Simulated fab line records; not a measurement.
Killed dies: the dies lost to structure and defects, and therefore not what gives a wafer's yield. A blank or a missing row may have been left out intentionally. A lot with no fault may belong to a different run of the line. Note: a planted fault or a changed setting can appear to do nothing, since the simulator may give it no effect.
Struck lot and sound lot, side by side / flow rit_cmos / 20 out of 202 route steps
Sound: the wafers L668.2, L668.4, L668.6. Wafers struck: L675.1, L675.3, L675.6. Last of all comes the cause.
For every step that has rows: the tool of each side, followed by ch and its chambers, followed by its first start. Under that, the readings that differ: sound wafers / struck wafers / difference of the means / sigmas: that difference in standard deviations of wafers without a fault.
alike: a reading whose means differ by less than 2 such deviations, as well as words and numbers matching on both sides. not compared: withheld readings; readings where some wafer has no value; bounds like >300 that might hide an equal value; numbers whose values overlap and for which the record gives no deviation.
A row with sigmas, a row that says differs or no value, or rows on one side alone: a step with any of these is where the two part. Non-overlapping numbers with no deviation appear without sigmas and do not part them. A reading that every wafer of one side lacks parts them only if that side has two wafers or more.

first, 3 steps without rows for these wafers: RIT_GATE_CLEAN_02 (cleans in dHF, time 30 s); RIT_GATE_CLEAN_03 (cleans in SC2, time 600 s); RIT_GATE_CLEAN_04 (cleans in dHF, time 60 s).
RIT_FOX2_THK_MEAS_91:
  sound: film_metro-03 at day 3 00:13; struck: film_metro-04 at day 4 14:24
reading=FIELD_OXIDE_LEFT_2_THK (nm); sound=259 257 252; struck=241 240 241; difference=-15; sigmas=-2
then, 2 steps without rows for these wafers: RIT_GATE_OXIDATION_05 (target thk 3 nm, ox time 270 s); RIT_GATE_ANNEAL_06 (time 600 s).
RIT_GATE_THK_MEAS_07:
  sound: film_metro-02 at day 3 01:42; struck: film_metro-02 at day 4 21:11
  alike: GATE_OXIDE_THK
then, 1 step without rows for these wafers: RIT_GATE_CVD_08 (deposits poly-Si from SiH4, target thk 250 nm, time 2220 s).
RIT_GATE_THK_MEAS_09:
  sound: film_metro-03 at day 3 04:11; struck: film_metro-04 at day 5 00:02
  alike: GATE_POLY_THK
then, 3 steps without rows for these wafers: RIT_GATE_HMDS_10 (prime time 60 s); RIT_GATE_COAT_11 (resist thk 850 nm); RIT_GATE_SOFTBAKE_12 (time 60 s).
RIT_GATE_EXPOSE_13: exposes mask M6, target cd 150 nm.
  sound on iline_stepper-01 ch 0, day 3 04:43; struck on iline_stepper-01 ch 0, day 5 00:52
reading=exposure_dose_mJ_cm2; sound=380.1 379.8 379.9; struck=278.4 278.7 278.1; difference=-101.5; sigmas=-99 or more
  alike: mask
then, 2 steps without rows for these wafers: RIT_GATE_PEB_14; RIT_GATE_DEVELOP_15 (develop time 50 s).
RIT_GATE_CD_MEAS_16 targets a cd of 150 nm.
  sound: cd_sem-01 at day 3 05:07; struck: cd_sem-02 at day 5 01:16
reading=cd_nm (nm); sound=150.8 147.7 151.6; struck=314.4 313.7 315.0; difference=+164.3; sigmas=+75
RIT_GATE_OVL_MEAS_17:
  sound: overlay-01 at day 3 05:13; struck: overlay-02 at day 5 01:23
  alike: GATE_OVL
then, 1 step without rows for these wafers: RIT_GATE_HARDBAKE_18 (time 60 s).
RIT_GATE_ETCH_19: etches poly-Si in SF6/CHF3/O2, stops on SiO2, time 165 s, target depth 312.5 nm.
  sound on rie_si-02 ch 0,2,3, day 3 05:23; struck on rie_si-02 ch 0,3, day 5 01:41
reading=model.GATE.cd_nm (nm); sound=150.6 147.5 151.6; struck=314.5 313.6 315.2; difference=+164.5; sigmas=
  alike: CHF3_flow_sccm, chamber_pressure_mTorr, drypump_motor_current_A, oes_product_au, throttle_valve_pct
  not compared: rf_hours_counter_h
RIT_GATE_STRIP_20: strips in O2, time 180 s.
  sound on plasma_asher-02 ch 0,1, day 3 05:30; struck on plasma_asher-02 ch 0,1, day 5 01:47
  alike: chamber_pressure_mTorr, drypump_motor_current_A
  not compared: rf_hours_counter_h

== WHERE THEY PART ==
Last at RIT_GATE_CD_MEAS_16 as far as this record goes, first at RIT_FOX2_THK_MEAS_91. Later steps at which nothing parts them and some readings are alike: RIT_GATE_OVL_MEAS_17, RIT_GATE_ETCH_19, RIT_GATE_STRIP_20.

WHY: whatever the simulator had introduced
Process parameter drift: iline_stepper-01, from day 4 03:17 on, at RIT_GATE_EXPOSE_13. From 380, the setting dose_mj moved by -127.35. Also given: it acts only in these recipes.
